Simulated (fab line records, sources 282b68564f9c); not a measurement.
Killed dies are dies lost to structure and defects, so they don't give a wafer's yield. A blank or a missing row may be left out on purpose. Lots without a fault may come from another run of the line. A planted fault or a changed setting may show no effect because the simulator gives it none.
fab line records | flow rit_cmos
record lots=6 wafers=18 last_day=6
route steps=202 shown PSD@150 SDANNEAL@153 NSD@158 PLDD@159 NLDD@160 SILICIDE@161 M1@202
lots that met no fault: from a run of the same line without faults
start_h: hours from the record's first day to the start of the lot's first wafer shown | wait_h: hours since the lot's step before | " the same as in the row above | L1.1+2: a row that stands for several wafers | - no value, or no start given | * or withheld: withheld | < > ~ a bound
route shown NAME@n: a module of which the file shows steps, and the number in the route of the first | usual: mean/standard deviation of fault-free wafers | same: alike in all rows | chamber/n: place in a boat | sites: the reading at each site | _std_site: their standard deviation | _edge_site: outer sites' mean less inner sites' | radius_mm: how far each site lies from the wafer's centre | mask NAME#n: copy n | behind: the tool/chamber that last shaped the wafer | hold: why the lot was held/for how many hours/how that ended | device: the transistor (n, p or np) that didn't switch | end of line: the same wafers' tests at the end of the route | a step without rows: its recipe alone | killed: dies lost to structure and defects at the first sort, not the wafer's yield | map: a wafer's dies, x killed, . not, _ none there
set.NAME: the setting as run; set.NAME@STEP: as run at that earlier step | model.NAME: the simulator's own value behind a step, which no gauge read
lots at some steps of the route; a table a step, a row a wafer
services: from which hour (start_h, from the record's first day; less than 0 if before it) a tool's chamber was out of use, for how many hours, and why
## steps
# step RIT_PSD_IMPLANT_08
# recipe species=BF2 energy_kev=27 dose_cm2=5e+15 tilt_deg=7
# step RIT_PSD_STRIP_09
# recipe chemistry=O2 time_s=180 resist=NOVOLAK platen_temp_c=withheld power_w=500 pressure_mtorr=4000 o2_flow_sccm=4000
# usual drypump_motor_current_A=5.5/0.43 rf_refl_power_W=6.8/0.62
# columns lot.wafer tool chamber start_h wait_h drypump_motor_current_A rf_hours_counter_h rf_refl_power_W
L704.2 plasma_asher-02 0 59.45 0.1 5.3 40 7.1
L704.4 " 0 " " 5.3 - 6.8
L704.5 " 1 " " 6.1 - 7.3
L706.1 plasma_asher-02 0 67.09 0.2 5.3 41 7.0
L706.3 " 0 " " 5.3 - 7.0
L706.4 " 1 " " 6.1 - 7.1
L712.2 plasma_asher-02 0 91.48 0.1 5.3 43 7.1
L712.3 " 0 " " 5.3 - 7.1
L712.5 " 0 " " 5.3 - 7.0
L714.1 plasma_asher-02 1 104.06 0.1 6.1 44 7.0
L714.3 " 1 " " 6.1 - 7.3
L714.5 " 0 " " 5.3 - 7.0
L719.1 plasma_asher-01 0 129.81 0.1 4.9 49 6.0
L719.3 " 1 " " 5.4 - 6.3
L719.4 " 0 " " 4.9 - 6.3
L723.3 plasma_asher-04 1 146.74 0.1 5.2 - 6.1
L723.5 " 0 " " 5.7 - 7.3
L723.6 " 1 " " 5.2 - 5.8
# step RIT_PSD_TW_MEAS_10
# usual PSD_TW=3426/41
# columns lot.wafer tool chamber start_h wait_h PSD_TW
L704.2 film_metro-02 - 59.63 0.1 3381
L704.4 " - " " 3401
L704.5 " - " " 3386
L706.1 film_metro-03 - 67.26 0.1 3473
L706.3 " - " " 3448
L706.4 " - " " 3474
L712.2 film_metro-02 - 91.67 0.1 3384
L712.3 " - " " 3361
L712.5 " - " " 3366
L714.1 film_metro-02 - 104.24 0.1 3410
L714.3 " - " " 3393
L714.5 " - " " 3395
L719.1 film_metro-03 - 129.98 0.1 3427
L719.3 " - " " 3447
L719.4 " - " " 3456
L723.3 film_metro-02 - 146.87 0.1 3377
L723.5 " - " " 3377
L723.6 " - " " 3385
# step RIT_SDANNEAL_CLEAN_00
# recipe chemistry=SC1 mix=3:3:50 time_s=600 temp_c=75
# step RIT_SDANNEAL_CLEAN_01
# recipe chemistry=dHF dilution=50:1 time_s=30
# step RIT_SDANNEAL_CLEAN_02
# recipe chemistry=SC2 mix=3:3:50 time_s=600 temp_c=75 dry=n2_spin
# step RIT_SDANNEAL_RTA_03
# recipe temp_c=1050 time_s=5 idle_temp_c=600 ramp_up_c_per_s=342 ramp_down_c_per_s=171 cool_to_c=600 ambient=N2
# usual wafer_temp_C_max=1053.4/1.2
# columns lot.wafer tool chamber start_h wait_h wafer_temp_C_max
L704.2 rtp_anneal-02 0 60.25 0.0 1054.6
L704.4 " 0 " " 1053.1
L704.5 " 0 " " 1054.0
L706.1 rtp_anneal-02 0 67.72 0.0 1052.0
L706.3 " 0 " " 1052.8
L706.4 " 0 " " 1052.9
L712.2 rtp_anneal-02 0 92.27 0.0 1055.2
L712.3 " 0 " " 1052.4
L712.5 " 0 " " 1053.0
L714.1 rtp_anneal-02 0 104.66 0.0 1052.6
L714.3 " 0 " " 1052.5
L714.5 " 0 " " 1053.4
L719.1 rtp_anneal-01 0 130.42 0.0 1053.1
L719.3 " 0 " " 1053.0
L719.4 " 0 " " 1051.4
L723.3 rtp_anneal-01 0 147.30 0.0 1053.3
L723.5 " 0 " " 1053.5
L723.6 " 0 " " 1052.4
# step RIT_SDANNEAL_RS_MEAS_04
# recipe thk_meas_gauge=four-point-probe
# usual PSD_RS=115.97/0.27
# columns lot.wafer tool chamber start_h wait_h PSD_RS[ohm/sq]
L704.2 film_metro-03 - 60.32 0.1 115.61
L704.4 " - " " 115.77
L704.5 " - " " 115.95
L706.1 film_metro-02 - 67.78 0.0 116.07
L706.3 " - " " 116.20
L706.4 " - " " 116.03
L712.2 film_metro-04 - 92.34 0.1 115.93
L712.3 " - " " 115.64
L712.5 " - " " 115.62
L714.1 film_metro-03 - 104.72 0.0 115.52
L714.3 " - " " 115.38
L714.5 " - " " 115.66
L719.1 film_metro-03 - 130.48 0.0 116.10
L719.3 " - " " 115.80
L719.4 " - " " 116.11
L723.3 film_metro-02 - 147.38 0.1 116.31
L723.5 " - " " 116.10
L723.6 " - " " 116.07
# step RIT_SDANNEAL_RS_MEAS_05
# recipe thk_meas_gauge=four-point-probe
# usual NSD_RS=84.35/0.28
# columns lot.wafer tool chamber start_h wait_h NSD_RS[ohm/sq]
L704.2 film_metro-03 - 60.44 0.1 84.36
L704.4 " - " " 84.51
L704.5 " - " " 84.30
L706.1 film_metro-02 - 67.90 0.1 84.33
L706.3 " - " " 83.87
L706.4 " - " " 84.50
L712.2 film_metro-04 - 92.46 0.1 84.12
L712.3 " - " " 84.22
L712.5 " - " " 84.25
L714.1 film_metro-03 - 104.84 0.1 84.16
L714.3 " - " " 84.47
L714.5 " - " " 84.15
L719.1 film_metro-03 - 130.60 0.1 84.65
L719.3 " - " " 84.67
L719.4 " - " " 84.58
L723.3 film_metro-02 - 147.50 0.1 84.27
L723.5 " - " " 84.44
L723.6 " - " " 84.34
# step RIT_SDANNEAL_RS_MEAS_06
# recipe thk_meas_gauge=four-point-probe
# usual PLDD_RS=179.0/0.4
# columns lot.wafer tool chamber start_h wait_h PLDD_RS[ohm/sq]
L704.2 film_metro-03 - 60.56 0.1 179.2
L704.4 " - " " 179.0
L704.5 " - " " 179.5
L706.1 film_metro-02 - 68.02 0.1 178.8
L706.3 " - " " 179.2
L706.4 " - " " 178.8
L712.2 film_metro-04 - 92.58 0.1 179.3
L712.3 " - " " 178.5
L712.5 " - " " 178.7
L714.1 film_metro-03 - 104.96 0.1 178.9
L714.3 " - " " 178.6
L714.5 " - " " 178.3
L719.1 film_metro-03 - 130.72 0.1 179.4
L719.3 " - " " 179.0
L719.4 " - " " 178.9
L723.3 film_metro-02 - 147.62 0.1 179.0
L723.5 " - " " 178.7
L723.6 " - " " 178.8
# step RIT_SDANNEAL_RS_MEAS_07
# recipe thk_meas_gauge=four-point-probe
# usual NLDD_RS=151.6/0.54
# columns lot.wafer tool chamber start_h wait_h NLDD_RS[ohm/sq]
L704.2 film_metro-03 - 60.68 0.1 150.6
L704.4 " - " " 151.2
L704.5 " - " " 151.0
L706.1 film_metro-02 - 68.14 0.1 151.7
L706.3 " - " " 151.6
L706.4 " - " " 152.0
L712.2 film_metro-04 - 92.70 0.1 151.1
L712.3 " - " " 151.1
L712.5 " - " " 151.3
L714.1 film_metro-03 - 105.08 0.1 152.0
L714.3 " - " " 152.0
L714.5 " - " " 152.0
L719.1 film_metro-03 - 130.84 0.1 151.9
L719.3 " - " " 151.5
L719.4 " - " " 151.2
L723.3 film_metro-02 - 147.74 0.1 151.1
L723.5 " - " " 151.2
L723.6 " - " " 151.2
# step RIT_SILICIDE_WET_ETCH_00
# recipe chemistry=BOE target=SiO2 target_depth_nm=14 time_s=15 dry=n2_spin dilution=10:1 temp_c=21.5
# step RIT_SILICIDE_SPUTTER_01
# recipe material=Ti target_thk_nm=30 power_w=350 chamber_pressure_pa=0.667 gas=Ar time_s=229.8 substrate_temp_c=25
# usual throttle_valve_pct=30.2/0.55
# columns lot.wafer tool chamber start_h wait_h throttle_valve_pct model.Ti_of_SILICIDE_SPUTTER_01.thk_nm
L704.2 pvd_sputter-04 - 60.79 0.0 30.5 29.15
L704.4 " - " " 29.8 29.11
L704.5 " - " " 30.3 29.21
L706.1 pvd_sputter-02 - 68.28 0.0 29.7 29.07
L706.3 " - " " 30.2 28.43
L706.4 " - " " 30.1 28.64
L712.2 pvd_sputter-04 - 92.82 0.0 30.2 28.94
L712.3 " - " " 31.5 30.14
L712.5 " - " " 31.1 30.18
L714.1 pvd_sputter-04 - 105.21 0.0 30.2 29.06
L714.3 " - " " 29.9 28.91
L714.5 " - " " 31.3 30.32
L719.1 pvd_sputter-02 - 130.98 0.0 30.0 29.03
L719.3 " - " " 30.5 28.82
L719.4 " - " " 29.6 29.02
L723.3 pvd_sputter-02 - 147.83 0.0 29.5 29.07
L723.5 " - " " 29.8 28.75
L723.6 " - " " 29.7 29.1
# step RIT_SILICIDE_RS_MEAS_02
# recipe thk_meas_gauge=four-point-probe reads=Ti_of_SILICIDE_SPUTTER_01
# usual SILICIDE_TI_RS=50.3/0.56
# columns lot.wafer tool chamber start_h wait_h SILICIDE_TI_RS[ohm/sq]
L704.2 film_metro-01 - 60.96 0.1 49.5
L704.4 " - " " 49.6
L704.5 " - " " 49.5
L706.1 film_metro-04 - 68.43 0.1 49.8
L706.3 " - " " 51.3
L706.4 " - " " 50.8
L712.2 film_metro-01 - 92.99 0.1 50.1
L712.3 " - " " 47.6
L712.5 " - " " 47.5
L714.1 film_metro-02 - 105.36 0.1 49.9
L714.3 " - " " 50.2
L714.5 " - " " 47.3
L719.1 film_metro-04 - 131.13 0.1 49.9
L719.3 " - " " 50.6
L719.4 " - " " 50.0
L723.3 film_metro-01 - 148.02 0.1 49.8
L723.5 " - " " 50.4
L723.6 " - " " 49.7
# step RIT_SILICIDE_THK_MEAS_03
# recipe thk_meas_gauge=xrf reads=Ti_of_SILICIDE_SPUTTER_01
# usual SILICIDE_TI_THK=29.1/0.31
# columns lot.wafer tool chamber start_h wait_h SILICIDE_TI_THK[nm]
L704.2 film_metro-01 - 61.07 0.1 29.2
L704.4 " - " " 29.0
L704.5 " - " " 29.1
L706.1 film_metro-04 - 68.55 0.1 29.3
L706.3 " - " " 28.8
L706.4 " - " " 29.0
L712.2 film_metro-01 - 93.10 0.1 29.0
L712.3 " - " " 30.2
L712.5 " - " " 30.2
L714.1 film_metro-02 - 105.48 0.1 29.6
L714.3 " - " " 29.4
L714.5 " - " " 30.7
L719.1 film_metro-04 - 131.25 0.1 29.4
L719.3 " - " " 29.2
L719.4 " - " " 29.4
L723.3 film_metro-01 - 148.12 0.1 29.0
L723.5 " - " " 28.7
L723.6 " - " " 29.2
# step RIT_SILICIDE_RTA_04
# recipe temp_c=650 time_s=10 idle_temp_c=25 ramp_up_s=5 ramp_down_s=5 cool_to_c=25 ambient=N2
# usual wafer_temp_C_max=652.5/0.87
# columns lot.wafer tool chamber start_h wait_h wafer_temp_C_max
L704.2 rtp_anneal-02 0 61.13 0.1 652.2
L704.4 " 0 " " 651.5
L704.5 " 0 " " 652.0
L706.1 rtp_anneal-01 0 68.61 0.1 652.8
L706.3 " 0 " " 654.3
L706.4 " 0 " " 654.2
L712.2 rtp_anneal-01 0 93.16 0.1 653.1
L712.3 " 0 " " 653.6
L712.5 " 0 " " 653.7
L714.1 rtp_anneal-01 0 105.54 0.1 653.1
L714.3 " 0 " " 651.9
L714.5 " 0 " " 652.7
L719.1 rtp_anneal-02 0 131.31 0.1 651.4
L719.3 " 0 " " 651.6
L719.4 " 0 " " 651.8
L723.3 rtp_anneal-02 0 148.18 0.1 652.3
L723.5 " 0 " " 651.7
L723.6 " 0 " " 651.2
# step RIT_M1_PROBE_99
# usual killed_at_contacts=0.1/0.27 killed_at_front_end=7/3.3 killed_dies=7/3.3 killed_open=3.5/2 killed_short=3.8/2.2
# same gross_dies=264 killed_at_M0_to_M3=0 killed_at_M4_up=0 killed_at_back_side=0 killed_at_other=0
# columns lot.wafer tool chamber start_h wait_h killed_at_contacts killed_at_front_end killed_dies killed_open killed_short model.etest.contact_pplus.end_ohm_um model.etest.contact_nplus.end_ohm_um model.etest.npoly_line.rs_ohm_sq model.etest.ppoly_line.rs_ohm_sq model.etest.npoly_sal.rs_ohm_sq model.etest.ppoly_sal.rs_ohm_sq model.etest.pplus_sal.rs_ohm_sq model.etest.nplus_sal.rs_ohm_sq
L704.2 prober-01 - 67.94 0.1 0 0 0 0 0 41.1 40.35 17.26 16.73 4.49 4.426 4.462 4.452
L704.4 prober-01 - 68.04 0.2 0 4 4 2 2 43.41 41.3 17.32 16.89 4.476 4.442 4.415 4.423
L704.5 prober-01 - 68.09 0.2 0 4 4 4 0 42.6 41.4 17.24 16.78 4.473 4.455 4.444 4.402
L706.1 prober-02 - 75.54 0.1 0 5 5 3 2 43.5 40.4 17.54 17.04 4.487 4.463 4.446 4.423
L706.3 prober-02 - 75.64 0.2 0 8 8 3 5 42.87 39.13 17.8 17.09 4.526 4.485 4.473 4.428
L706.4 prober-02 - 75.69 0.2 0 5 5 1 4 44.75 40.21 17.69 17.14 4.543 4.499 4.476 4.428
L712.2 prober-02 - 99.97 0.1 0 11 11 1 10 44.74 38.88 17.44 16.9 4.495 4.471 4.479 4.438
L712.3 prober-02 - 100.02 0.2 0 12 12 7 5 45.85 42.43 17 16.54 4.337 4.32 4.322 4.295
L712.5 prober-02 - 100.12 0.2 0 7 7 2 5 45.66 41.39 16.93 16.48 4.357 4.346 4.313 4.318
L714.1 prober-02 - 112.26 0.1 1 12 13 8 5 42.28 39.7 17.39 16.95 4.455 4.397 4.381 4.354
L714.3 prober-02 - 112.36 0.2 1 9 10 3 7 42.46 38.91 17.56 16.61 4.525 4.467 4.45 4.446
L714.5 prober-02 - 112.46 0.2 1 10 11 8 3 43.91 40.09 17.03 16.36 4.319 4.277 4.278 4.288
L719.1 prober-01 - 138.08 0.1 0 20 20 14 6 43.84 40.55 17.39 16.89 4.419 4.402 4.39 4.425
L719.3 prober-01 - 138.18 0.2 0 20 20 10 10 43 40.23 17.51 17 4.476 4.463 4.46 4.415
L719.4 prober-01 - 138.23 0.2 0 15 15 7 8 43.53 39.81 17.51 16.87 4.444 4.397 4.409 4.377
L723.3 prober-01 - 154.77 0.2 0 8 8 3 4 42.24 40.85 17.43 16.84 4.537 4.472 4.44 4.441
L723.5 prober-01 - 154.87 0.2 0 6 6 4 2 41.94 40.07 17.6 17.08 4.508 4.454 4.468 4.439
L723.6 prober-01 - 154.92 0.2 0 4 4 2 2 42.64 41.14 17.45 16.96 4.487 4.428 4.429 4.388
# killed by level:class
L704.4 FOX2:geometric_particle:open=1 GATE:geometric_particle:short=1 SPACER:geometric_particle:short=1 SPACER:geometric_particle:open=1
L704.5 ACTIVE:geometric_particle:open=1 GATE:geometric_particle:open=1 SPACER:geometric_particle:open=1 SILICIDE:geometric_particle:open=1
L706.1 GATE:geometric_particle:short=2 GATE:geometric_particle:open=1 REOX:geometric_particle:open=1 SPACER:geometric_particle:open=1
L706.3 GATE:geometric_particle:short=3 GATE:geometric_particle:open=1 REOX:geometric_particle:open=1 REOX:geometric_particle:short=1 SILICIDE:geometric_particle:open=1 SILICIDE:geometric_particle:short=1
L706.4 FOX1:geometric_particle:short=2 GATE:geometric_particle:short=1 REOX:geometric_particle:open=1 SPACER:geometric_particle:short=1
L712.2 GATE:geometric_particle:short=8 SPACER:geometric_particle:short=1 SPACER:geometric_particle:open=1 SILICIDE:geometric_particle:short=1
L712.3 GATE:geometric_particle:short=4 GATE:geometric_particle:open=3 FOX1:geometric_particle:open=1 REOX:geometric_particle:open=1 SPACER:geometric_particle:open=1 SPACER:geometric_particle:short=1 SILICIDE:geometric_particle:open=1
L712.5 GATE:geometric_particle:short=4 FOX1:geometric_particle:open=1 GATE:geometric_particle:open=1 SPACER:geometric_particle:short=1
L714.1 GATE:geometric_particle:open=3 SPACER:geometric_particle:short=3 SPACER:geometric_particle:open=2 FOX1:geometric_particle:open=1 FOX1:geometric_particle:short=1 FOX2:geometric_particle:open=1 GATE:geometric_particle:short=1 CONTACT:geometric_particle:open=1
L714.3 SPACER:geometric_particle:short=3 GATE:geometric_particle:open=2 REOX:geometric_particle:short=2 FOX2:geometric_particle:open=1 GATE:geometric_particle:short=1 CONTACT:geometric_particle:short=1
L714.5 GATE:geometric_particle:open=3 FOX1:geometric_particle:short=2 FOX2:geometric_particle:open=2 FOX1:geometric_particle:open=1 GATE:geometric_particle:short=1 SILICIDE:geometric_particle:open=1 CONTACT:geometric_particle:open=1
L719.1 SPACER:geometric_particle:open=6 GATE:geometric_particle:open=5 GATE:geometric_particle:short=3 SPACER:geometric_particle:short=3 FOX1:geometric_particle:open=1 FOX2:geometric_particle:open=1 SILICIDE:geometric_particle:open=1
L719.3 SPACER:geometric_particle:short=7 FOX1:geometric_particle:open=3 SPACER:geometric_particle:open=3 SILICIDE:geometric_particle:open=2 FOX1:geometric_particle:short=1 GATE:geometric_particle:short=1 GATE:geometric_particle:open=1 REOX:geometric_particle:open=1
L719.4 GATE:geometric_particle:open=4 GATE:geometric_particle:short=3 FOX1:geometric_particle:short=2 REOX:geometric_particle:short=2 FOX1:geometric_particle:open=1 SPACER:geometric_particle:open=1 SILICIDE:geometric_particle:short=1 SILICIDE:geometric_particle:open=1
L723.3 GATE:geometric_particle:short=2 GATE:geometric_particle:open=2 FOX1:geometric_particle:short=1 FOX1:geometric_particle:open=1 SILICIDE:geometric_particle:short=1 NWELL:coat_microbubble_printed=1
L723.5 GATE:geometric_particle:open=3 FOX1:geometric_particle:open=1 FOX1:geometric_particle:short=1 GATE:geometric_particle:short=1
L723.6 ACTIVE:geometric_particle:open=1 GATE:geometric_particle:short=1 REOX:geometric_particle:short=1 SPACER:geometric_particle:open=1
## services
# columns tool chamber start_h hours kind
rtp_anneal-02 - 44.45 3.1 pm
rtp_anneal-01 - 62.40 5.4 pm
pvd_sputter-04 - 83.32 7.8 repair
plasma_asher-02 - 108.75 9.0 pm
plasma_asher-02 0 108.75 9.0 vent_cycle
plasma_asher-02 1 108.75 9.0 vent_cycle
plasma_asher-02 0 117.75 - clean
plasma_asher-02 1 117.75 - clean
## key
first_sign step=RIT_SILICIDE_RS_MEAS_02 reading=SILICIDE_TI_RS direction=down sigmas=5 usual=50.3 struck=47.5
effect step=RIT_SILICIDE_THK_MEAS_03 reading=SILICIDE_TI_THK direction=up sigmas=4.1 usual=29.1 struck=30.4
model_effect step=RIT_SILICIDE_SPUTTER_01 value=Ti_of_SILICIDE_SPUTTER_01.thk_nm without=28.78 struck=30.22
model_effect step=RIT_M1_PROBE_99 value=etest.contact_pplus.end_ohm_um without=43.29 struck=45.14
met_at RIT_SILICIDE_SPUTTER_01
struck_wafers L712.3,L712.5,L714.5
tester_left_out L712,L714
fault kind=process_parameter_drift tool=pvd_sputter-04 chamber=- onset_h=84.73 steps=RIT_SILICIDE_SPUTTER_01 channel=target_thk_nm offset=1.5 shape=step end_h=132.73 acts_in=these_recipes_only stated=30 scope=struck_wafers_only
# tester_left_out: of these lots the tester's yield and bins aren't shown, on N5 and GAA mostly nor the transistor test; their killed dies are dies lost to structure and defects alone, not to doping, threshold or leakage, so they don't give the yield
